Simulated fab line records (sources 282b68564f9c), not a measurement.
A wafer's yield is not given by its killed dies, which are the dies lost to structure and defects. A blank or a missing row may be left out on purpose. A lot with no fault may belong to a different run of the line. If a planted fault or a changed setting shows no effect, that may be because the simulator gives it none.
Which tool is to blame? :: flow rit-cmos :: Sampling: 6 lots, 18 wafers, 3 of 202 route steps

## WHAT EACH GAUGE READ, for each wafer
RIT_GATE_THK_MEAS_09.
lot: L558
measured: day 2 18:44
on: film-metro-04
GATE_POLY_THK (nm): 250.3 248.1 249.3

lot: L560
measured: day 3 06:25
on: film-metro-03
GATE_POLY_THK (nm): 248.4 248.3 246.5

lot: L562
measured: day 3 13:52
on: film-metro-03
GATE_POLY_THK (nm): 251.7 252.5 251.8

lot: L567
measured: day 4 17:56
on: film-metro-01
GATE_POLY_THK (nm): 249.1 251.3 251.2

lot: L574
measured: day 6 00:49
on: film-metro-03
GATE_POLY_THK (nm): 250.8 251.9 249.1

lot: L576
measured: day 6 10:56
on: film-metro-03
GATE_POLY_THK (nm): 245.7 248.2 248.7

## TOOL THAT RAN EACH LOT (tool first, then ch and the chambers of the sampled wafers, then the start)
lot: L558
RIT_ACTIVE_STRIP_14: plasma-asher-02 ch 1, day 1 19:58
RIT_GATE_CVD_08: lpcvd-02 ch 1, day 2 17:07

lot: L560
RIT_ACTIVE_STRIP_14: plasma-asher-04 ch 0,1, day 2 07:41
RIT_GATE_CVD_08: lpcvd-01 ch 1, day 3 04:47

lot: L562
RIT_ACTIVE_STRIP_14: plasma-asher-04 ch 0,1, day 2 16:40
RIT_GATE_CVD_08: lpcvd-02 ch 1, day 3 12:15

lot: L567
RIT_ACTIVE_STRIP_14: plasma-asher-04 ch 0,1, day 3 16:53
RIT_GATE_CVD_08: lpcvd-01 ch 0, day 4 16:19

lot: L574
RIT_ACTIVE_STRIP_14: plasma-asher-04 ch 0,1, day 5 03:50
RIT_GATE_CVD_08: lpcvd-02 ch 1, day 5 23:12

lot: L576
RIT_ACTIVE_STRIP_14: plasma-asher-03 ch 0,1, day 5 13:55
RIT_GATE_CVD_08: lpcvd-02 ch 1, day 6 09:19
- RIT_ACTIVE_STRIP_14: strips in O2, time 180 s.
- RIT_GATE_CVD_08: deposits poly-Si from SiH4, target thk 250 nm, time 2220 s.

## THE ANSWER, worked out from the rows above alone
Rule: what is usual is taken from the lots themselves. The widest of any qualifying gaps counts: lots, ordered by their means at a reading, are off when they make up no more than a third of the lots, leave a main group of 4 or more, and stand apart from it by 3 or more times the standard deviation of that group's means. Not used: any main group whose means are identical at the precision the tables above print for the reading. A lot without any number at a reading at which 4 lots or more have one is off too. Any other lot the step has rows for is counted as sound.
Across all readings shown, no lot is off: no conclusion can be drawn from this.

## WHAT WAS PUT IN BY THE SIMULATOR
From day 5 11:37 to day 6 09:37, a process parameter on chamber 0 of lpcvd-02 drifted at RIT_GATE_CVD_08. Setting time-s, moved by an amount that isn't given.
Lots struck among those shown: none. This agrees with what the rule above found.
